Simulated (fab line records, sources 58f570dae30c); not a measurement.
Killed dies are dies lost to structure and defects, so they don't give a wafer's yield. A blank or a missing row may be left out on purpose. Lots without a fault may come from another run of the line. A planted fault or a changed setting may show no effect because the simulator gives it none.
Which tool did it? | flow berkeley_cmos170 | 7 lots, 21 wafers sampled, at 4 steps of a route of 331

WHAT THE GAUGES READ, wafer by wafer
UCB170_V2_THK_MEAS_04.
lot  | measured     | on            | V2_POLISHED_THK (nm)
L389 | day 7 23:42  | film_metro-03 | 999.3 997.8 1000.4
L392 | day 8 01:41  | film_metro-01 | 1000.5 1000.8 1002.3
L398 | day 9 09:06  | film_metro-01 | 1000.2 1000.0 999.8
L406 | day 11 16:02 | film_metro-02 | 998.7 1000.0 1001.4
L410 | day 11 16:23 | film_metro-02 | 999.6 999.2 1000.2
L412 | day 11 17:58 | film_metro-01 | 1000.2 999.6 1001.3

WHICH TOOL RAN EACH LOT (tool, then ch and the chambers of the sampled wafers, then the start)
lot  | UCB170_V1_ETCH_14                  | UCB170_M2_STRIP_07                   | UCB170_M2_EXPOSE_12
L389 | rie_diel-03 ch 1,2,3, day 7 19:43  | plasma_asher-02 ch 0,1, day 7 20:55  | krf_scanner-02 ch 0, day 7 22:01
L392 | rie_diel-02 ch 1,2, day 7 22:04    | plasma_asher-03 ch 0,1, day 7 23:17  | krf_scanner-01 ch 0, day 8 00:02
L398 | rie_diel-02 ch 0,1,3, day 9 04:57  | plasma_asher-02 ch 0,1, day 9 06:39  | krf_scanner-02 ch 0, day 9 07:25
L402 | rie_diel-02 ch 0,2,3, day 9 23:17  | plasma_asher-03 ch 0,1, day 10 00:28 | krf_scanner-01, day 10 01:32
L406 | rie_diel-02 ch 0,1, day 11 10:22   | plasma_asher-02 ch 0,1, day 11 12:29 | krf_scanner-01 ch 0, day 11 13:50
L410 | rie_diel-01 ch 0,1,3, day 11 10:29 | plasma_asher-04 ch 0,1, day 11 12:37 | krf_scanner-01 ch 0, day 11 14:17
L412 | rie_diel-02 ch 0,2,3, day 11 13:16 | plasma_asher-04 ch 0,1, day 11 15:10 | krf_scanner-01 ch 0, day 11 16:11
- UCB170_V1_ETCH_14: etches SiO2 in CHF3/CF4/Ar, stops on Al, target depth 1250 nm, time 291 s.
- UCB170_M2_STRIP_07: strips in O2.
- UCB170_M2_EXPOSE_12: exposes mask METAL2, target cd 700 nm.

THE ANSWER, worked out from the rows above alone
Rule: what is usual is taken from the lots themselves. Put in order of their means at a reading, lots are off if they are a third of the lots or fewer, leave a main group of 4 or more, and stand apart from it by a gap of 3 or more times the standard deviation of the main group's means; of several such gaps the widest counts. A main group whose means are all the same, to the digits that the tables above print for the reading, isn't used. A lot without any number at a reading at which 4 lots or more have one is off too. The other lots that the step has rows for count as sound.
No lot is off at any reading shown: from this, nothing can be told.

WHAT THE SIMULATOR HAD PUT IN
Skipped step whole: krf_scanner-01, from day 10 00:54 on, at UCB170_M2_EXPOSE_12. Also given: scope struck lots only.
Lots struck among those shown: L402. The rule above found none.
